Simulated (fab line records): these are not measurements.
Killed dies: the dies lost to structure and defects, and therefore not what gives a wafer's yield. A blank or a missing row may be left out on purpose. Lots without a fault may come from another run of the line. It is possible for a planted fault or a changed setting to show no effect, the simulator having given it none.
Struck lot and sound lot, side by side + flow berkeley-cmos170 + 14 out of 331 route steps
Sound: the wafers L740.2, L740.3, L740.4. Wafers struck: L744.3, L744.5, L744.6. Last of all comes the cause.
For every step that has rows: the tool of each side, followed by ch and its chambers, followed by its first start. Under that, the readings that differ: sound wafers + struck wafers + difference of the means + sigmas: that difference in standard deviations of wafers without a fault.
alike: same words and numbers on both sides, and readings whose means sit less than 2 such deviations apart. not compared: any withheld reading, any reading some wafer has no value for, any bound like >300 that may hide the same value, and any number with overlapping values for which the record gives no deviation.
A row with sigmas, a row that says differs or no value, or rows on one side alone: a step with any of these is where the two part. Numbers that don't overlap but have no deviation are shown without sigmas and don't part them. Lack of a reading on every wafer of one side parts them only where that side has two or more wafers.

first, 2 steps without rows for these wafers: UCB170_NWELL_ANNEAL_03 (time 900 s); UCB170_NWELL_CVD_04 (deposits Si3N4 from SiH2Cl2/NH3, target thk 224 nm, time 3360 s).
UCB170_NWELL_THK_MEAS_05:
  sound on film-metro-02 at day 3 07:14; struck on film-metro-04 at day 4 07:26
  alike: NWELL_NITRIDE_THK
then, 6 steps without rows for these wafers: UCB170_NWELL_HMDS_06 (prime time 60 s); UCB170_NWELL_COAT_07 (resist thk 900 nm); UCB170_NWELL_SOFTBAKE_08 (time 60 s); UCB170_NWELL_EXPOSE_09 (exposes mask NWELL, target cd 3000 nm); UCB170_NWELL_PEB_10; UCB170_NWELL_DEVELOP_11 (develop time 45 s).
UCB170_NWELL_OVL_MEAS_12:
  sound on overlay-02 at day 3 08:07; struck on overlay-01 at day 4 09:15
  alike: NWELL_OVL
UCB170_NWELL_ETCH_13: etches Si3N4 in CH3F/Ar/O2, stops on SiO2, target depth 246.4 nm, time 154 s.
  sound on rie-diel-04 ch 2,3, day 3 08:09; struck on rie-diel-02 ch 2,3, day 4 09:16
  alike: drypump-motor-current-A, oes-product-au, throttle-valve-pct
  not compared: rf-hours-counter-h
next, for these wafers, 1 step has no rows: UCB170_NWELL_IMPLANT_14.
UCB170_NWELL_STRIP_15: strips in O2.
  sound on plasma-asher-04 ch 0,1, day 3 08:25; struck on plasma-asher-03 ch 0,1, day 4 09:33
  no value came back on the struck wafers for chamber-pressure-mTorr (mTorr), drypump-motor-current-A (A), oes-product-au (a.u.), strip-time-to-endpoint-s (s); on the sound wafers chamber-pressure-mTorr (mTorr) reads 3509 3498 3501
| reading                                | sound | struck            | difference | sigmas |
|----------------------------------------|-------|-------------------|------------|--------|
| model.KrF_of_NWELL_COAT_07.thk-nm (nm) | 0 0 0 | 728.7 727.1 725.7 | +727.2     |        |
  not compared: rf-hours-counter-h
UCB170_NWELL_TW_MEAS_16:
  sound on film-metro-02 at day 3 08:31; struck on film-metro-01 at day 4 09:38
  alike: NWELL_TW

## WHERE THEY PART
At UCB170_NWELL_STRIP_15 and nowhere else, as far as this record goes. Later steps at which nothing parts them and some readings are alike: UCB170_NWELL_TW_MEAS_16.

WHY: what the simulator had put in
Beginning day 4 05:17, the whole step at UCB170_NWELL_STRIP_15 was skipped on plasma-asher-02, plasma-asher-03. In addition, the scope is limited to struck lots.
